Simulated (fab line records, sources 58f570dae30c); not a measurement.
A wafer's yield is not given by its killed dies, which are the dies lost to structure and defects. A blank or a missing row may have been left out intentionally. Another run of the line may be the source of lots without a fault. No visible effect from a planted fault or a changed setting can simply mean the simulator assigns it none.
fab line records	flow berkeley_cmos170
record: lots: 14	wafers: 42	last_day: 13
route steps=331 shown PSD@181 SDANNEAL@205 NSD@207 CONTACT@217
lots with no fault: from the same line, run without faults
start_h: hours from the record's opening day to when the first of the lot's shown wafers began	wait_h: hours elapsed since this lot's preceding step	" the same as in the row above	L1.1+2: a row that stands for several wafers	- no value present, or no start provided	* or withheld: withheld	< > ~ a bound
route shown NAME@n: a module of which the file shows steps, and the number in the route of the first	usual: mean/standard deviation of fault-free wafers	same: alike in all rows	chamber/n: place in a boat	sites: readings site by site	_std_site: how widely they spread, as a standard deviation	_edge_site: inner sites' mean taken away from outer sites' mean	radius_mm: for every site, how far away it sits from the centre of the wafer	mask NAME#n: copy n	behind: tool/chamber where the wafer was last shaped	hold: why the lot went on hold/how many hours it stayed there/how the hold came to an end	device: whichever transistor did not switch (one of n, p or np)	end of line: tests of these same wafers at the route's end	a step given without rows: its recipe and nothing more	killed: the dies lost at the first sort to structure and to defects; this is not the yield of the wafer	map: per-die view of a wafer (x killed, . not killed, _ where there is no die)
set.NAME: setting as actually run; set.NAME@STEP: the setting as run at that earlier step	model.NAME: the simulator's own value behind a step, which no gauge read
one table for each step of the route and one row for each wafer, over a sample of lots
services: from which hour (start_h, from the record's first day; less than 0 if before it) a tool's chamber was out of use, for how many hours, and why
== steps ==
step: UCB170_PSD_CD_MEAS_06
recipe: target_cd_nm: 1200
usual: cd_nm: 1199.3/1.5
lot.wafer	tool	chamber	start_h	wait_h	cd_nm
L585.3	cd_sem-02	-	168.02	-	1201.3
L585.5	"	-	"	"	1200.6
L585.6	"	-	"	"	1201.0
L589.1	cd_sem-01	-	178.38	-	1199.6
L589.5	"	-	"	"	1198.9
L589.6	"	-	"	"	1197.5
L587.1	cd_sem-02	-	178.58	-	1199.6
L587.2	"	-	"	"	1200.3
L587.4	"	-	"	"	1198.8
L588.1	cd_sem-01	-	178.61	-	1200.0
L588.2	"	-	"	"	1200.6
L588.4	"	-	"	"	1201.1
L593.1	cd_sem-02	-	200.97	-	1196.9
L593.5	"	-	"	"	1198.0
L593.6	"	-	"	"	1197.1
L592.1	cd_sem-02	-	201.09	-	1198.1
L592.4	"	-	"	"	1198.8
L592.6	"	-	"	"	1198.6
L596.2	cd_sem-01	-	213.10	-	1200.9
L596.3	"	-	"	"	1199.5
L596.6	"	-	"	"	1200.3
L594.2	cd_sem-02	-	213.38	-	1197.7
L594.4	"	-	"	"	1195.7
L594.6	"	-	"	"	1197.8
L595.3	cd_sem-02	-	213.67	-	1197.9
L595.4	"	-	"	"	1198.5
L595.5	"	-	"	"	1198.1
L597.3	cd_sem-01	-	223.32	-	1200.9
L597.4	"	-	"	"	1201.7
L597.6	"	-	"	"	1201.4
L599.3	cd_sem-01	-	239.90	-	1200.7
L599.4	"	-	"	"	1199.6
L599.6	"	-	"	"	1199.5
L603.1	cd_sem-01	-	259.78	-	1199.6
L603.3	"	-	"	"	1199.9
L603.5	"	-	"	"	1200.1
L606.2	cd_sem-01	-	266.59	-	1199.2
L606.3	"	-	"	"	1199.9
L606.4	"	-	"	"	1200.2
L607.1	cd_sem-01	-	275.12	-	1197.5
L607.3	"	-	"	"	1197.6
L607.6	"	-	"	"	1197.3
step: UCB170_SDANNEAL_RTA_01
recipe: temp_c: 1050	time_s: 5	ambient: N2
usual: chamber_o2_ppm: 2.000/0.024	lamp_power_pct: 36.7/2.4	wafer_temp_C_max: 1053.9/1.1
lot.wafer	tool	chamber	start_h	wait_h	chamber_o2_ppm	lamp_power_pct	wafer_temp_C_max
L585.3	rtp_anneal-01	0	172.34	0.1	2.009	34.1	1053.0
L585.5	"	0	"	"	1.987	34.0	1053.7
L585.6	"	0	"	"	2.016	34.0	1053.4
L589.1	rtp_anneal-01	0	182.13	0.1	1.956	34.1	1053.5
L589.5	"	0	"	"	1.960	34.1	1052.7
L589.6	"	0	"	"	1.984	34.0	1053.9
L587.1	rtp_anneal-02	0	182.44	0.1	1.997	38.9	1055.0
L587.2	"	0	"	"	1.985	39.0	1054.5
L587.4	"	0	"	"	1.982	38.9	1053.4
L588.1	rtp_anneal-01	0	182.79	0.1	1.967	34.0	1053.2
L588.2	"	0	"	"	1.999	34.1	1052.6
L588.4	"	0	"	"	1.956	34.1	1052.6
L592.1	rtp_anneal-02	0	206.80	0.1	2.032	38.9	1055.4
L592.4	"	0	"	"	1.997	38.9	1055.1
L592.6	"	0	"	"	2.011	38.9	1055.2
L593.1	rtp_anneal-01	0	206.94	0.1	1.997	34.1	1052.9
L593.5	"	0	"	"	2.009	34.1	1053.6
L593.6	"	0	"	"	2.011	34.0	1053.4
L596.2	rtp_anneal-02	0	216.25	0.1	2.046	38.9	1054.8
L596.3	"	0	"	"	2.016	38.9	1054.9
L596.6	"	0	"	"	2.018	38.9	1055.4
L594.2	rtp_anneal-01	0	216.43	0.1	2.025	34.0	1053.1
L594.4	"	0	"	"	2.009	34.0	1053.0
L594.6	"	0	"	"	2.020	34.1	1053.6
L595.3	rtp_anneal-02	0	216.76	0.1	2.016	39.0	1055.8
L595.4	"	0	"	"	1.975	38.9	1055.8
L595.5	"	0	"	"	2.005	39.0	1054.9
L597.3	rtp_anneal-01	0	226.23	0.1	2.020	34.1	1053.0
L597.4	"	0	"	"	2.009	34.0	1053.2
L597.6	"	0	"	"	2.008	34.1	1054.3
L599.3	rtp_anneal-01	0	243.21	0.1	1.991	34.1	1053.6
L599.4	"	0	"	"	1.993	34.0	1053.9
L599.6	"	0	"	"	2.009	34.1	1052.8
L603.1	rtp_anneal-02	0	263.98	0.1	2.017	38.9	1054.0
L603.3	"	0	"	"	2.004	38.9	1053.3
L603.5	"	0	"	"	1.985	38.9	1055.4
L606.2	rtp_anneal-02	0	269.76	0.1	2.071	38.9	1054.6
L606.3	"	0	"	"	2.004	39.0	1054.7
L606.4	"	0	"	"	2.033	38.9	1055.0
L607.1	rtp_anneal-01	0	278.94	0.1	2.000	34.1	1053.3
L607.3	"	0	"	"	1.996	34.0	1052.6
L607.6	"	0	"	"	2.037	34.1	1052.3
step: UCB170_SDANNEAL_RS_MEAS_03
recipe: thk_meas_gauge: four-point-probe
usual: NSD_RS: 37.23/0.092
lot.wafer	tool	chamber	start_h	wait_h	NSD_RS[ohm/sq]
L585.3	film_metro-04	-	172.54	0.1	37.39
L585.5	"	-	"	"	37.37
L585.6	"	-	"	"	37.33
L589.1	film_metro-02	-	182.30	0.1	37.24
L589.5	"	-	"	"	37.25
L589.6	"	-	"	"	37.20
L587.1	film_metro-04	-	182.62	0.1	36.93
L587.2	"	-	"	"	37.07
L587.4	"	-	"	"	37.01
L588.1	film_metro-01	-	182.97	0.1	37.15
L588.2	"	-	"	"	37.25
L588.4	"	-	"	"	37.21
L592.1	film_metro-02	-	206.98	0.1	37.21
L592.4	"	-	"	"	37.32
L592.6	"	-	"	"	37.15
L593.1	film_metro-04	-	207.12	0.1	37.22
L593.5	"	-	"	"	37.34
L593.6	"	-	"	"	37.38
L596.2	film_metro-02	-	216.44	0.1	37.15
L596.3	"	-	"	"	37.10
L596.6	"	-	"	"	37.25
L594.2	film_metro-04	-	217.00	0.1	37.22
L594.4	"	-	"	"	37.13
L594.6	"	-	"	"	37.19
L595.3	film_metro-02	-	217.30	0.1	37.37
L595.4	"	-	"	"	37.29
L595.5	"	-	"	"	37.30
L597.3	film_metro-04	-	226.43	0.1	37.22
L597.4	"	-	"	"	37.38
L597.6	"	-	"	"	37.38
L599.3	film_metro-02	-	243.41	0.1	37.25
L599.4	"	-	"	"	37.22
L599.6	"	-	"	"	37.12
L603.1	film_metro-04	-	264.22	0.1	37.10
L603.3	"	-	"	"	37.17
L603.5	"	-	"	"	37.11
L606.2	film_metro-04	-	269.95	0.1	37.16
L606.3	"	-	"	"	37.26
L606.4	"	-	"	"	37.18
L607.1	film_metro-01	-	279.11	0.1	37.28
L607.3	"	-	"	"	37.34
L607.6	"	-	"	"	37.35
step: UCB170_CONTACT_CVD_01
recipe: material: PSG	target_thk_nm: 700	temp_c: 450	precursor: SiH4/O2/PH3	time_s: 2820	pressure_mtorr: 300	sih4_flow_sccm: 60	o2_flow_sccm: 90	ph3_flow_sccm: 25
usual: pressure_mtorr: 300.0/0.71	spike_tc_source_C: 467.8/1.4
lot.wafer	tool	chamber	start_h	wait_h	pressure_mtorr	spike_tc_source_C
L585.3	lpcvd-02	0	177.69	1.2	298.8	470.3
L585.5	"	0	"	"	299.3	469.3
L585.6	"	0	"	"	299.3	468.4
L589.1	lpcvd-01	0	183.35	0.0	301.4	468.5
L589.5	"	0	"	"	300.1	466.9
L589.6	"	0	"	"	300.9	467.7
L587.1	lpcvd-02	0	184.79	0.9	300.1	468.9
L587.2	"	0	"	"	299.9	470.4
L587.4	"	0	"	"	300.5	467.2
L588.1	lpcvd-02	1	184.79	0.8	300.8	466.2
L588.2	"	1	"	"	300.6	466.8
L588.4	"	1	"	"	300.6	467.9
L592.1	lpcvd-02	1	208.66	0.0	301.2	467.4
L592.4	"	1	"	"	299.8	468.1
L592.6	"	1	"	"	299.6	469.2
L593.1	lpcvd-02	0	208.66	0.0	299.0	469.5
L593.5	"	0	"	"	299.0	471.0
L593.6	"	0	"	"	299.2	468.7
L596.2	lpcvd-02	1	217.49	0.0	299.4	468.1
L596.3	"	1	"	"	299.1	466.3
L596.6	"	1	"	"	300.7	466.0
L594.2	lpcvd-02	1	223.12	5.2	300.1	465.9
L594.4	"	1	"	"	300.3	465.6
L594.6	"	1	"	"	300.2	467.0
L595.3	lpcvd-02	1	223.12	5.0	299.1	466.9
L595.4	"	1	"	"	298.2	467.1
L595.5	"	1	"	"	300.1	466.9
L597.3	lpcvd-02	0	227.30	0.0	300.4	469.8
L597.4	"	0	"	"	300.2	468.0
L597.6	"	0	"	"	301.2	468.5
L599.3	lpcvd-02	1	244.29	0.0	299.9	465.5
L599.4	"	1	"	"	300.0	468.7
L599.6	"	1	"	"	300.7	467.9
L603.1	lpcvd-02	1	265.35	0.0	450.2	468.6
L603.3	"	1	"	"	450.4	468.5
L603.5	"	1	"	"	450.2	468.6
L606.2	lpcvd-02	1	270.84	0.0	449.3	467.2
L606.3	"	1	"	"	450.3	467.0
L606.4	"	1	"	"	449.7	468.2
L607.1	lpcvd-01	1	280.02	0.0	301.3	467.5
L607.3	"	1	"	"	300.7	466.9
L607.6	"	1	"	"	300.0	467.0
step: UCB170_CONTACT_THK_MEAS_02
recipe: reads: PSG_of_CONTACT_CVD_01
usual: CONTACT_PSG_THK: 700/5.9
lot.wafer	tool	chamber	start_h	wait_h	CONTACT_PSG_THK[nm]
L585.3	film_metro-02	-	179.49	0.0	692
L585.5	"	-	"	"	694
L585.6	"	-	"	"	691
L589.1	film_metro-04	-	185.13	0.0	702
L589.5	"	-	"	"	706
L589.6	"	-	"	"	708
L587.1	film_metro-04	-	186.57	0.0	709
L587.2	"	-	"	"	707
L587.4	"	-	"	"	703
L588.1	film_metro-03	-	186.57	0.0	700
L588.2	"	-	"	"	700
L588.4	"	-	"	"	702
L592.1	film_metro-02	-	210.44	0.0	719
L592.4	"	-	"	"	717
L592.6	"	-	"	"	716
L593.1	film_metro-03	-	210.44	0.0	699
L593.5	"	-	"	"	699
L593.6	"	-	"	"	705
L596.2	film_metro-02	-	219.28	0.0	691
L596.3	"	-	"	"	690
L596.6	"	-	"	"	695
L594.2	film_metro-03	-	224.92	0.0	705
L594.4	"	-	"	"	700
L594.6	"	-	"	"	703
L595.3	film_metro-02	-	224.93	0.0	704
L595.4	"	-	"	"	705
L595.5	"	-	"	"	704
L597.3	film_metro-04	-	229.10	0.0	697
L597.4	"	-	"	"	699
L597.6	"	-	"	"	703
L599.3	film_metro-03	-	246.10	0.0	694
L599.4	"	-	"	"	694
L599.6	"	-	"	"	693
L603.1	film_metro-03	-	267.14	0.0	861
L603.3	"	-	"	"	858
L603.5	"	-	"	"	858
L606.2	film_metro-02	-	272.63	0.0	859
L606.3	"	-	"	"	861
L606.4	"	-	"	"	863
L607.1	film_metro-02	-	281.81	0.0	705
L607.3	"	-	"	"	702
L607.6	"	-	"	"	702
step: UCB170_CONTACT_ETCH_18
recipe: chemistry: CHF3/CF4/Ar	target: PSG	stop_on: TiSi2	CHF3_flow_sccm: 45	cf4_flow_sccm: 15	Ar_flow_sccm: 150	pressure_mtorr: 200	rf_w: 700	target_depth_a: 8400	over_etch_frac: 0.2	time_s: 195
usual: cf4_flow_sccm: 15.00/0.047	drypump_motor_current_A: 5.9/0.4	oes_product_au: 0.889/0.012	throttle_valve_pct: 6.88/0.064
lot.wafer	tool	chamber	start_h	wait_h	cf4_flow_sccm	drypump_motor_current_A	oes_product_au	rf_hours_counter_h	throttle_valve_pct
L585.3	rie_diel-02	0	-	-	15.05	5.6	0.894	11	6.76
L585.5	"	2	"	"	15.01	5.9	0.906	-	6.92
L585.6	"	1	"	"	14.96	5.8	0.863	-	6.88
L589.1	rie_diel-04	1	-	-	14.94	6.3	0.888	13	6.88
L589.5	"	2	"	"	15.05	6.2	0.905	-	6.78
L589.6	"	1	"	"	14.97	6.3	0.894	-	6.91
L587.1	rie_diel-04	1	-	-	15.01	6.3	0.894	13	6.90
L587.2	"	2	"	"	15.00	6.1	0.900	83	6.79
L587.4	"	2	"	"	15.09	6.2	0.908	-	6.77
L588.1	rie_diel-02	2	-	-	14.99	5.8	0.908	14	6.93
L588.2	"	0	"	"	14.96	5.6	0.902	11	6.75
L588.4	"	3	"	"	15.00	5.0	0.887	0	6.98
L592.1	rie_diel-01	2	-	-	15.05	5.0	0.906	82	6.94
L592.4	"	3	"	"	14.99	5.9	0.885	137	6.92
L592.6	"	0	"	"	14.97	5.7	0.907	-	6.95
L593.1	rie_diel-04	3	-	-	14.99	5.9	0.882	16	6.91
L593.5	"	3	"	"	14.95	5.9	0.885	-	6.89
L593.6	"	0	"	"	15.05	5.8	0.894	-	6.84
L596.2	rie_diel-04	3	-	-	14.97	5.9	0.879	16	6.90
L596.3	"	0	"	"	14.86	5.8	0.874	2	6.83
L596.6	"	3	"	"	14.95	5.9	0.877	-	6.88
L594.2	rie_diel-04	3	-	-	14.94	5.9	0.892	17	6.91
L594.4	"	0	"	"	15.04	5.8	0.881	2	6.84
L594.6	"	3	"	"	15.02	6.0	0.886	-	6.91
L595.3	rie_diel-04	3	-	-	14.98	5.9	0.890	17	6.90
L595.4	"	0	"	"	15.01	5.8	0.887	2	6.82
L595.5	"	2	"	"	15.00	6.1	0.900	-	6.79
L597.3	rie_diel-04	1	-	-	15.03	6.3	0.878	15	6.90
L597.4	"	2	"	"	14.99	6.2	0.900	86	6.79
L597.6	"	1	"	"	14.94	6.3	0.887	-	6.90
L599.3	rie_diel-02	1	-	-	15.03	5.8	0.867	94	6.87
L599.4	"	0	"	"	15.01	5.7	0.900	15	6.76
L599.6	"	2	"	"	14.90	5.9	0.895	-	6.92
L603.1	rie_diel-01	2	-	-	14.95	5.0	0.978	85	6.92
L603.3	"	0	"	"	15.04	5.7	0.997	99	6.96
L603.5	"	1	"	"	15.03	6.6	0.974	-	6.94
L606.2	rie_diel-02	0	-	-	15.06	5.6	0.981	16	6.77
L606.3	"	2	"	"	15.02	5.8	1.009	18	6.93
L606.4	"	1	"	"	14.97	5.7	0.984	95	6.85
L607.1	rie_diel-04	1	-	-	14.92	6.3	0.895	18	6.91
L607.3	"	3	"	"	14.99	5.9	0.882	19	6.89
L607.6	"	3	"	"	15.05	5.9	0.887	-	6.91
== services ==
tool	chamber	start_h	hours	kind
rie_diel-04	2	154.10	8.6	repair
rie_diel-02	3	169.04	-	clean
rie_diel-02	3	169.04	14.0	scheduled_down
rie_diel-02	3	169.04	14.0	vent_cycle
lpcvd-02	-	169.98	2.3	repair
rie_diel-02	1	173.09	6.0	repair
rie_diel-04	0	176.83	-	clean
rie_diel-04	0	176.83	15.7	scheduled_down
rie_diel-04	0	176.83	15.7	vent_cycle
rie_diel-01	0	191.19	1.4	repair
rie_diel-04	1	202.27	11.4	repair
lpcvd-01	-	217.36	6.1	pm
rie_diel-01	-	219.33	10.5	repair
lpcvd-01	-	231.19	4.3	pm
rie_diel-01	3	252.09	-	clean
rie_diel-01	3	252.09	21.2	scheduled_down
rie_diel-01	3	252.09	21.2	vent_cycle
lpcvd-01	-	261.03	0.8	repair
rie_diel-01	1	261.74	6.7	repair
== key ==
first_sign: step: UCB170_CONTACT_CVD_01	reading: pressure_mtorr	direction: up	sigmas: 99+	usual: 300.0	struck: 450.0
effect: step: UCB170_CONTACT_THK_MEAS_02	reading: CONTACT_PSG_THK	direction: up	sigmas: 27	usual: 700	struck: 860
effect: step: UCB170_CONTACT_ETCH_18	reading: oes_product_au	direction: up	sigmas: 8.5	usual: 0.889	struck: 0.987
met_at UCB170_CONTACT_CVD_01
struck_lots L603,L606
struck_wafers L603.1,L603.3,L603.5,L606.2,L606.3,L606.4
rows_end L603.1,L603.3,L603.5,L606.2,L606.3,L606.4
not_acting_at UCB170_PSD_CD_MEAS_06,UCB170_SDANNEAL_RTA_01,UCB170_SDANNEAL_RS_MEAS_03
onset_between 244.29 265.35
fault: kind: process_parameter_drift	tool: lpcvd-02	chamber: 1	onset_h: 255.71	steps: UCB170_CONTACT_CVD_01	channel: pressure_mtorr	offset: 150	shape: step	end_h: 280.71	acts_in: these_recipes_only	stated: 300
rows_end: these wafers met a further fault down the route, and their rows from its step on are left out
